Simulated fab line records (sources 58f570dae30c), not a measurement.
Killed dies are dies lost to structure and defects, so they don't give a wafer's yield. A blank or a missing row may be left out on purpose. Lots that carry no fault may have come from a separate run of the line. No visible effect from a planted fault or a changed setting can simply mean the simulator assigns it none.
Commonality check across tools ; flow berkeley-cmos170 ; Sample size 12 lots and 36 wafers

## WHAT PROMPTED THE OPENING
Of 12 lots, 3 have the reading PSD_RS flagged at UCB170_SDANNEAL_RS_MEAS_02. Fault-free wafers read 75.6 ohm/sq, with a standard deviation of 0.31.
Rule: flag the lot when none of its wafers has a number, or when each of its wafers that has one lies beyond 4 standard deviations from that mean. The other lots count as sound.

lot;measured;on;PSD_RS (ohm/sq), wafer by wafer;flag
L225;day 6 13:50;film-metro-01;75.7 75.7 76.0;
L226;day 7 02:48;film-metro-01;75.2 75.5 75.4;
L227;day 7 03:07;film-metro-02;75.9 75.7 75.7;
L229;day 7 09:42;film-metro-02;75.8 75.7 75.9;
L228;day 7 10:05;film-metro-01;76.0 76.1 76.0;
L233;day 8 06:31;film-metro-02;84.0 83.6 83.9;FLAGGED
L234;day 8 09:14;film-metro-02;84.2 84.0 84.2;FLAGGED
L237;day 8 21:31;film-metro-04;82.9 83.4 83.1;FLAGGED
L241;day 10 02:19;film-metro-02;75.2 75.3 75.6;
L247;day 11 03:38;film-metro-01;75.8 75.9 75.6;
L246;day 11 04:10;film-metro-02;75.3 75.3 75.3;
L248;day 11 14:31;film-metro-02;75.9 75.7 76.0;
The mean of the flagged lots' numbers is 83.7 ohm/sq, +8.1 ohm/sq from the usual (+26 standard deviations).

## WHICH TOOL EACH LOT WENT THROUGH
3 process steps preceding the reading are held in the record, out of 331 steps in the route. Each cell gives the tool, then ch followed by the chambers the sampled wafers passed through, then the start.
lot;flag;UCB170_SPACER_CVD_00;UCB170_SPACER_ETCHBACK_03;UCB170_SDANNEAL_RTA_01
L225;;pecvd-04 ch 0,1, day 6 04:31;rie-diel-01 ch 0,2, day 6 07:34;rtp-anneal-02 ch 0, day 6 13:46
L226;;pecvd-01 ch 0,2, day 6 15:20;rie-diel-03 ch 1,2,3, day 6 20:34;rtp-anneal-01 ch 0, day 7 02:44
L227;;pecvd-04 ch 0,2, day 6 19:05;rie-diel-01 ch 0,1,2, day 6 22:44;rtp-anneal-02 ch 0, day 7 03:03
L229;;pecvd-01 ch 0,1,2, day 7 02:27;rie-diel-03 ch 1,2, day 7 04:55;rtp-anneal-02 ch 0, day 7 09:37
L228;;pecvd-01 ch 1,2, day 7 01:30;rie-diel-01 ch 0,2,3, day 7 04:59;rtp-anneal-01 ch 0, day 7 10:01
L233;FLAGGED;pecvd-02 ch 0,2, day 7 20:05;rie-diel-03 ch 0,1,3, day 7 23:40;rtp-anneal-02 ch 0, day 8 06:27
L234;FLAGGED;pecvd-02 ch 0,2, day 8 01:16;rie-diel-01 ch 0,1,3, day 8 04:13;rtp-anneal-02 ch 0, day 8 09:08
L237;FLAGGED;pecvd-04 ch 1,2, day 8 12:38;rie-diel-03 ch 0,1,2, day 8 14:15;rtp-anneal-02 ch 0, day 8 21:26
L241;;pecvd-01 ch 1,2, day 9 17:04;rie-diel-04 ch 0,1,2, day 9 20:29;rtp-anneal-01 ch 0, day 10 02:12
L247;;pecvd-02 ch 1,2, day 10 16:06;rie-diel-01 ch 0,3, day 10 20:25;rtp-anneal-01 ch 0, day 11 03:34
L246;;pecvd-04 ch 1,2, day 10 15:56;rie-diel-04 ch 0,1,3, day 10 20:25;rtp-anneal-01 ch 0, day 11 04:05
L248;;pecvd-02 ch 1,2, day 11 04:19;rie-diel-01 ch 0,2,3, day 11 08:03;rtp-anneal-02 ch 0, day 11 14:28
What is done by these steps:
- UCB170_SPACER_CVD_00: deposits SiO2 from TEOS/O2, target thk 376 nm, time 47 s.
- UCB170_SPACER_ETCHBACK_03: etches SiO2 in CHF3/CF4/Ar, stops on Si, target depth 376 nm, time 100 s.
- UCB170_SDANNEAL_RTA_01: time 5.204 s.
- UCB170_SDANNEAL_RS_MEAS_02: measures by four-point-probe.

## FLAGGED AGAINST TOTAL, ONE TOOL AT A TIME (gauges that did the reading follow at the end)
step;tool;lots run;flagged;share of the flagged lots;sound lots run after its first flagged lot
UCB170_SPACER_CVD_00;pecvd-01;4;0;none;-
UCB170_SPACER_CVD_00;pecvd-02;4;2;some;2 (L247,L248)
UCB170_SPACER_CVD_00;pecvd-04;4;1;some;1 (L246)
UCB170_SPACER_ETCHBACK_03;rie-diel-01;6;1;some;2 (L247,L248)
UCB170_SPACER_ETCHBACK_03;rie-diel-03;4;2;some;0
UCB170_SPACER_ETCHBACK_03;rie-diel-04;2;0;none;-
UCB170_SDANNEAL_RTA_01;rtp-anneal-01;5;0;none;-
UCB170_SDANNEAL_RTA_01;rtp-anneal-02;7;3;all;1 (L248)
UCB170_SDANNEAL_RS_MEAS_02;film-metro-01;4;0;none;-
UCB170_SDANNEAL_RS_MEAS_02;film-metro-02;7;2;some;3 (L241,L246,L248)
UCB170_SDANNEAL_RS_MEAS_02;film-metro-04;1;1;some;0

## WHAT THE TABLE PERMITS
All flagged lots share 1 row of the table, namely rtp-anneal-02 at UCB170_SDANNEAL_RTA_01.
- rtp-anneal-02 at UCB170_SDANNEAL_RTA_01: 3 of its 7 lots flagged. After the first flagged lot (L248), sound lots still ran on it; a lasting fault on the whole tool would not permit that.
No row of the table ran every flagged lot and no sound lot after the first.

## WHAT THE SIMULATOR HAD INSERTED
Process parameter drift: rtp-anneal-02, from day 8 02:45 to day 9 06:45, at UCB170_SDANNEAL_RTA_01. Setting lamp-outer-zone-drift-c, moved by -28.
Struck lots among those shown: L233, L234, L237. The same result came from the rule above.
